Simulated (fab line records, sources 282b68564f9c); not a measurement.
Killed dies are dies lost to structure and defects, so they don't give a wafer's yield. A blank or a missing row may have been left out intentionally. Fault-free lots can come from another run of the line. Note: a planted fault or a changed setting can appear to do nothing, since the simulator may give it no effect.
fab line records	flow rit_cmos
record: lots: 14	wafers: 42	last_day: 7
route steps=202 shown WELLDRIVE@50 NWELL@51 PWELL@52 NRETRO@62 PRETRO@73 GATE@93
lots with no fault: from the same line, run without faults
start_h: start of the lot's first displayed wafer, in hours after the record's first day	wait_h: time in hours since the lot's previous step	" identical to the entry in the row above	L1.1+2: a single row standing in for several wafers	- no value, or no start was given	* or withheld: withheld	< > ~ a bound
route shown NAME@n: names a module that has steps shown in the file, with the first one's number in the route	usual: mean/standard deviation taken from wafers without a fault	same: alike in all rows	chamber/n: place in a boat	sites: the reading at each site	_std_site: how widely they spread, as a standard deviation	_edge_site: mean of outer sites minus mean of inner sites	radius_mm: for every site, how far away it sits from the centre of the wafer	mask NAME#n: copy n	behind: the last tool/chamber to shape the wafer	hold: why the lot was held/for how many hours/how that ended	device: whichever transistor did not switch (one of n, p or np)	end of line: tests run on the same wafers once the route is complete	step lacking rows: just its recipe	killed: at the first sort, the dies lost to defects and structure; wafer yield is something else	map: dies across one wafer; x = killed, . = not, _ = none there
set.NAME: the setting as run; set.NAME@STEP: as run at that earlier step	model.NAME: the simulator's own value behind a step, which no gauge read
route steps across a sampled set of lots; one table per step, one row per wafer
services: when a tool's chamber went out of use (start_h, in hours from the record's first day, below 0 if earlier), for how many hours, and the reason
== steps ==
step: RIT_WELLDRIVE_ANNEAL_00
recipe: temp_c: 1100	time_s: 14700	ambient: N2
usual: spike_tc_centre_C: 1102.3/1.1	spike_tc_load_C: 1126/3.7	spike_tc_source_C: 1126/3	tube_center_temp_C: 1100/0.096	tube_center_temp_C_max: 1102.8/0.48
lot.wafer	tool	chamber	start_h	wait_h	spike_tc_centre_C	spike_tc_load_C	spike_tc_source_C	tube_center_temp_C	tube_center_temp_C_max
L246.1	furnace-03	0	23.73	0.7	1102.6	1121	1125	1099.9	1102.8
L246.3	"	0	"	"	1103.7	1122	1126	1099.8	1102.2
L246.5	"	0	"	"	1100.9	1121	1127	1099.9	1102.1
L247.1	furnace-01	0	29.65	0.1	1101.9	1128	1122	1100	1103.2
L247.2	"	0	"	"	1102.1	1129	1123	1099.9	1102.1
L247.4	"	0	"	"	1101.5	1128	1125	1099.9	1102.3
L249.1	furnace-01	0	41.79	1.5	1104.7	1127	1123	1100	1103.2
L249.4	"	0	"	"	1102.9	1128	1122	1099.9	1103.8
L249.6	"	0	"	"	1102.2	1130	1122	1100.1	1103.1
L250.1	furnace-03	0	42.71	0.1	1102.5	1122	1126	1100	1102.1
L250.3	"	0	"	"	1101.7	1119	1128	1099.9	1103.5
L250.4	"	0	"	"	1102.6	1124	1126	1100	1102.3
L251.2	furnace-03	0	48.65	0.0	1102.5	1122	1125	1100	1103.2
L251.3	"	0	"	"	1101.8	1121	1125	1100	1102.2
L251.5	"	0	"	"	1101.8	1121	1126	1100	1103.2
L252.2	furnace-01	0	53.79	0.0	1102.4	1128	1124	1100.1	1102.7
L252.3	"	0	"	"	1104.8	1129	1122	1100.1	1102.9
L252.4	"	0	"	"	1102.0	1128	1123	1100.1	1103.1
L254.1	furnace-03	0	62.76	0.1	1041.8	1063	1067	1040	1042.7
L254.4	"	0	"	"	1040.9	1061	1065	1039.9	1043.1
L254.6	"	0	"	"	1039.6	1061	1066	1039.9	1042.4
L255.1	furnace-03	0	68.34	0.1	1043.4	1061	1065	1040.1	1042.7
L255.2	"	0	"	"	1043.1	1060	1065	1040	1043.0
L255.4	"	0	"	"	1042.1	1061	1065	1040	1042.5
L261.1	furnace-02	0	97.97	0.4	1101.2	1131	1129	1099.9	1101.9
L261.2	"	0	"	"	1101.4	1129	1129	1099.7	1102.1
L261.4	"	0	"	"	1102.0	1129	1131	1100.1	1102.9
L263.1	furnace-01	0	107.41	0.1	1102.4	1129	1125	1100.1	1103.7
L263.3	"	0	"	"	1102.3	1130	1123	1100.1	1102.7
L263.5	"	0	"	"	1101.2	1129	1121	1100.2	1102.9
L264.1	furnace-01	0	112.81	0.1	1102.1	1128	1123	1099.8	1102.3
L264.4	"	0	"	"	1102.9	1129	1122	1099.9	1102.6
L264.5	"	0	"	"	1102.6	1128	1122	1100	1102.6
L267.1	furnace-02	0	128.37	0.2	1103.1	1130	1129	1100	1103.6
L267.2	"	0	"	"	1102.2	1126	1130	1100.1	1102.9
L267.5	"	0	"	"	1101.7	1130	1130	1100.1	1103.7
L268.1	furnace-01	0	132.76	0.1	1103.2	1128	1123	1100.1	1102.7
L268.2	"	0	"	"	1102.2	1126	1122	1099.9	1103.1
L268.6	"	0	"	"	1103.0	1127	1124	1099.9	1102.2
L269.2	furnace-03	0	139.05	0.0	1104.8	1122	1126	1100	1103.3
L269.4	"	0	"	"	1103.5	1121	1125	1099.9	1102.7
L269.5	"	0	"	"	1100.2	1121	1127	1099.8	1102.8
step: RIT_WELLDRIVE_RS_MEAS_01
recipe: thk_meas_gauge: four-point-probe
usual: NWELL_RS: 275.5/0.85
lot.wafer	tool	chamber	start_h	wait_h	NWELL_RS[ohm/sq]
L246.1	film_metro-02	-	28.81	0.0	275.2
L246.3	"	-	"	"	276.0
L246.5	"	-	"	"	275.0
L247.1	film_metro-03	-	34.74	0.0	275.3
L247.2	"	-	"	"	275.7
L247.4	"	-	"	"	276.3
L249.1	film_metro-03	-	46.87	0.0	275.5
L249.4	"	-	"	"	275.2
L249.6	"	-	"	"	274.3
L250.1	film_metro-04	-	47.79	0.0	276.7
L250.3	"	-	"	"	276.2
L250.4	"	-	"	"	276.7
L251.2	film_metro-02	-	53.75	0.0	275.4
L251.3	"	-	"	"	275.4
L251.5	"	-	"	"	274.7
L252.2	film_metro-03	-	58.90	0.0	275.7
L252.3	"	-	"	"	276.4
L252.4	"	-	"	"	275.6
L254.1	film_metro-03	-	67.84	0.0	345.2
L254.4	"	-	"	"	346.0
L254.6	"	-	"	"	346.5
L255.1	film_metro-02	-	73.42	0.0	346.8
L255.2	"	-	"	"	346.6
L255.4	"	-	"	"	346.0
L261.1	film_metro-03	-	103.05	0.0	276.6
L261.2	"	-	"	"	275.7
L261.4	"	-	"	"	275.6
L263.1	film_metro-02	-	112.49	0.0	276.2
L263.3	"	-	"	"	276.0
L263.5	"	-	"	"	275.6
L264.1	film_metro-03	-	117.89	0.0	275.0
L264.4	"	-	"	"	275.0
L264.5	"	-	"	"	275.6
L267.1	film_metro-03	-	133.45	0.0	275.4
L267.2	"	-	"	"	275.2
L267.5	"	-	"	"	275.1
L268.1	film_metro-03	-	137.84	0.0	275.1
L268.2	"	-	"	"	274.0
L268.6	"	-	"	"	274.1
L269.2	film_metro-02	-	144.15	0.0	275.8
L269.4	"	-	"	"	275.4
L269.5	"	-	"	"	274.8
step: RIT_WELLDRIVE_RS_MEAS_02
recipe: thk_meas_gauge: four-point-probe
usual: PWELL_RS: 429.6/1.3
lot.wafer	tool	chamber	start_h	wait_h	PWELL_RS[ohm/sq]
L246.1	film_metro-02	-	28.93	0.1	429.7
L246.3	"	-	"	"	430.6
L246.5	"	-	"	"	429.5
L247.1	film_metro-03	-	34.86	0.1	427.6
L247.2	"	-	"	"	429.4
L247.4	"	-	"	"	426.6
L249.1	film_metro-03	-	46.99	0.1	429.4
L249.4	"	-	"	"	429.7
L249.6	"	-	"	"	430.5
L250.1	film_metro-04	-	47.91	0.1	430.8
L250.3	"	-	"	"	431.6
L250.4	"	-	"	"	430.4
L251.2	film_metro-02	-	53.87	0.1	427.6
L251.3	"	-	"	"	427.8
L251.5	"	-	"	"	428.2
L252.2	film_metro-03	-	59.02	0.1	428.3
L252.3	"	-	"	"	430.1
L252.4	"	-	"	"	428.9
L254.1	film_metro-03	-	67.96	0.1	494.4
L254.4	"	-	"	"	496.0
L254.6	"	-	"	"	492.6
L255.1	film_metro-02	-	73.54	0.1	494.1
L255.2	"	-	"	"	493.2
L255.4	"	-	"	"	494.4
L261.1	film_metro-03	-	103.17	0.1	429.0
L261.2	"	-	"	"	429.1
L261.4	"	-	"	"	428.6
L263.1	film_metro-02	-	112.61	0.1	430.3
L263.3	"	-	"	"	429.4
L263.5	"	-	"	"	430.4
L264.1	film_metro-03	-	118.01	0.1	429.8
L264.4	"	-	"	"	432.2
L264.5	"	-	"	"	430.8
L267.1	film_metro-03	-	133.57	0.1	427.0
L267.2	"	-	"	"	428.2
L267.5	"	-	"	"	428.4
L268.1	film_metro-03	-	137.96	0.1	431.7
L268.2	"	-	"	"	430.1
L268.6	"	-	"	"	430.4
L269.2	film_metro-02	-	144.27	0.1	432.3
L269.4	"	-	"	"	431.4
L269.5	"	-	"	"	431.5
step: RIT_NRETRO_STRIP_09
recipe: chemistry: O2	time_s: 180	resist: NOVOLAK	platen_temp_c: withheld	power_w: 500	pressure_mtorr: 4000	o2_flow_sccm: 4000
usual: drypump_motor_current_A: 5.7/0.46
lot.wafer	tool	chamber	start_h	wait_h	drypump_motor_current_A	rf_hours_counter_h
L246.1	plasma_asher-01	1	30.64	0.1	6.2	39
L246.3	"	1	"	"	6.2	-
L246.5	"	1	"	"	6.1	-
L247.1	plasma_asher-01	1	36.42	0.1	6.1	40
L247.2	"	0	"	"	5.4	40
L247.4	"	1	"	"	6.1	-
L249.1	plasma_asher-04	0	48.45	0.1	5.9	39
L249.4	"	0	"	"	5.9	-
L249.6	"	1	"	"	5.7	-
L250.1	plasma_asher-02	1	49.63	0.1	4.9	24
L250.3	"	0	"	"	6.1	-
L250.4	"	1	"	"	4.9	-
L251.2	plasma_asher-02	1	55.29	0.1	4.9	24
L251.3	"	1	"	"	4.9	-
L251.5	"	1	"	"	4.9	-
L252.2	plasma_asher-01	1	60.58	0.1	6.1	43
L252.3	"	1	"	"	6.1	-
L252.4	"	0	"	"	5.4	-
L254.1	plasma_asher-02	1	69.52	0.1	4.9	26
L254.4	"	0	"	"	6.1	-
L254.6	"	0	"	"	6.1	-
L255.1	plasma_asher-02	0	75.10	0.1	6.1	26
L255.2	"	1	"	"	4.9	26
L255.4	"	0	"	"	6.1	-
L261.1	plasma_asher-01	1	104.61	0.1	6.2	48
L261.2	"	0	"	"	5.4	48
L261.4	"	1	"	"	6.1	-
L263.1	plasma_asher-02	1	114.17	0.1	4.9	31
L263.3	"	1	"	"	4.9	-
L263.5	"	0	"	"	6.1	-
L264.1	plasma_asher-02	1	119.57	0.1	4.9	32
L264.4	"	1	"	"	4.9	-
L264.5	"	1	"	"	4.9	-
L267.1	plasma_asher-04	1	135.01	0.1	5.7	2
L267.2	"	0	"	"	5.9	2
L267.5	"	0	"	"	5.9	-
L268.1	plasma_asher-04	1	139.52	0.1	5.7	2
L268.2	"	0	"	"	5.9	2
L268.6	"	1	"	"	5.7	-
L269.2	plasma_asher-04	0	145.90	0.1	5.9	3
L269.4	"	0	"	"	5.9	-
L269.5	"	1	"	"	5.7	-
step: RIT_PRETRO_STRIP_09
recipe: chemistry: O2	time_s: 180	resist: NOVOLAK	platen_temp_c: withheld	power_w: 500	pressure_mtorr: 4000	o2_flow_sccm: 4000
usual: drypump_motor_current_A: 5.7/0.39
lot.wafer	tool	chamber	start_h	wait_h	drypump_motor_current_A	rf_hours_counter_h
L246.1	plasma_asher-01	0	32.19	0.1	5.4	39
L246.3	"	0	"	"	5.4	-
L246.5	"	0	"	"	5.4	-
L247.1	plasma_asher-04	1	37.97	0.1	5.7	38
L247.2	"	0	"	"	6.0	38
L247.4	"	1	"	"	5.7	-
L249.1	plasma_asher-03	1	50.16	0.1	4.8	43
L249.4	"	0	"	"	5.8	-
L249.6	"	0	"	"	5.8	-
L250.1	plasma_asher-04	1	51.31	0.1	5.7	39
L250.3	"	0	"	"	5.9	-
L250.4	"	1	"	"	5.7	-
L251.2	plasma_asher-03	1	57.01	0.1	4.8	43
L251.3	"	0	"	"	5.8	-
L251.5	"	0	"	"	5.8	-
L252.2	plasma_asher-01	0	62.14	0.1	5.4	43
L252.3	"	0	"	"	5.4	-
L252.4	"	1	"	"	6.2	-
L254.1	plasma_asher-01	0	71.07	0.1	5.4	44
L254.4	"	1	"	"	6.1	-
L254.6	"	0	"	"	5.4	-
L255.1	plasma_asher-01	0	76.78	0.1	5.4	45
L255.2	"	1	"	"	6.1	45
L255.4	"	0	"	"	5.4	-
L261.1	plasma_asher-01	0	106.28	0.1	5.4	48
L261.2	"	1	"	"	6.1	48
L261.4	"	1	"	"	6.1	-
L263.1	plasma_asher-03	0	116.06	0.1	5.8	50
L263.3	"	1	"	"	4.8	-
L263.5	"	0	"	"	5.8	-
L264.1	plasma_asher-04	0	121.12	0.1	5.9	0
L264.4	"	1	"	"	5.6	-
L264.5	"	0	"	"	5.9	-
L267.1	plasma_asher-03	0	136.56	0.1	5.8	52
L267.2	"	1	"	"	4.8	52
L267.5	"	0	"	"	5.8	-
L268.1	plasma_asher-04	0	141.20	0.1	5.9	2
L268.2	"	1	"	"	5.7	2
L268.6	"	1	"	"	5.7	-
L269.2	plasma_asher-04	1	147.74	0.1	5.7	3
L269.4	"	0	"	"	5.9	-
L269.5	"	1	"	"	5.7	-
step: RIT_GATE_OVL_MEAS_17
usual: GATE_OVL: -0.9/1.4
lot.wafer	tool	chamber	start_h	wait_h	GATE_OVL[nm]
L246.1	overlay-01	-	38.27	0.1	-0.2
L246.3	"	-	"	"	-1.1
L246.5	"	-	"	"	0.1
L247.1	overlay-02	-	42.75	0.1	0.0
L247.2	"	-	"	"	-1.0
L247.4	"	-	"	"	-1.6
L249.1	overlay-02	-	56.25	0.1	-1.6
L249.4	"	-	"	"	-1.5
L249.6	"	-	"	"	-2.2
L250.1	overlay-01	-	56.49	0.1	-1.3
L250.3	"	-	"	"	-0.2
L250.4	"	-	"	"	-1.6
L251.2	overlay-02	-	62.40	0.1	-1.7
L251.3	"	-	"	"	0.6
L251.5	"	-	"	"	-1.2
L252.2	overlay-02	-	67.61	0.1	-2.1
L252.3	"	-	"	"	-3.2
L252.4	"	-	"	"	-1.6
L254.1	overlay-02	-	77.15	0.1	0.4
L254.4	"	-	"	"	-0.7
L254.6	"	-	"	"	0.0
L255.1	overlay-02	-	82.48	0.1	-2.2
L255.2	"	-	"	"	-2.1
L255.4	"	-	"	"	-4.0
L261.1	overlay-02	-	111.28	0.1	-3.8
L261.2	"	-	"	"	-3.0
L261.4	"	-	"	"	-3.5
L263.1	overlay-01	-	121.02	0.1	0.0
L263.3	"	-	"	"	0.2
L263.5	"	-	"	"	0.2
L264.1	overlay-02	-	126.89	0.1	-2.9
L264.4	"	-	"	"	-3.6
L264.5	"	-	"	"	-3.2
L267.1	overlay-02	-	142.11	0.1	-3.1
L267.2	"	-	"	"	-1.0
L267.5	"	-	"	"	-1.7
L268.1	overlay-01	-	145.99	0.1	-3.1
L268.2	"	-	"	"	-1.0
L268.6	"	-	"	"	-2.7
L269.2	overlay-01	-	153.47	0.1	-0.4
L269.4	"	-	"	"	-0.4
L269.5	"	-	"	"	-0.5
== services ==
tool	chamber	start_h	hours	kind
furnace-01	-	13.27	2.9	pm
plasma_asher-02	-	24.19	15.5	repair
plasma_asher-04	-	108.75	9.0	pm
plasma_asher-04	0	108.75	9.0	vent_cycle
plasma_asher-04	1	108.75	9.0	vent_cycle
furnace-02	-	114.22	2.1	pm
plasma_asher-04	0	117.75	-	clean
plasma_asher-04	1	117.75	-	clean
furnace-03	-	126.84	4.6	pm
plasma_asher-01	-	141.83	6.1	repair
plasma_asher-01	-	142.26	2.1	repair
furnace-03	-	144.13	2.8	pm
plasma_asher-03	-	145.22	4.3	pm
== key ==
first_sign: step: RIT_WELLDRIVE_ANNEAL_00	reading: tube_center_temp_C	direction: down	sigmas: 99+	usual: *	struck: *
effect: step: RIT_WELLDRIVE_ANNEAL_00	reading: tube_center_temp_C_max	direction: down	sigmas: 99+	usual: *	struck: *
effect: step: RIT_WELLDRIVE_RS_MEAS_01	reading: NWELL_RS	direction: up	sigmas: 83	usual: 275.5	struck: 346.2
effect: step: RIT_WELLDRIVE_RS_MEAS_02	reading: PWELL_RS	direction: up	sigmas: 48	usual: 429.6	struck: 494.1
met_at RIT_WELLDRIVE_ANNEAL_00
struck_lots L254,L255
tester_left_out L254,L255
not_acting_at RIT_NRETRO_STRIP_09,RIT_PRETRO_STRIP_09,RIT_GATE_OVL_MEAS_17
onset_between 48.65 62.76
fault: kind: process_parameter_drift	tool: furnace-03	chamber: -	onset_h: 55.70	steps: RIT_WELLDRIVE_ANNEAL_00	channel: temp_c	offset: *	shape: step	end_h: 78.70	acts_in: *	stated: *
tester_left_out: of these lots the tester's yield and bins aren't shown, on N5 and GAA mostly nor the transistor test; their killed dies are dies lost to structure and defects alone, not to doping, threshold or leakage, so they don't give the yield
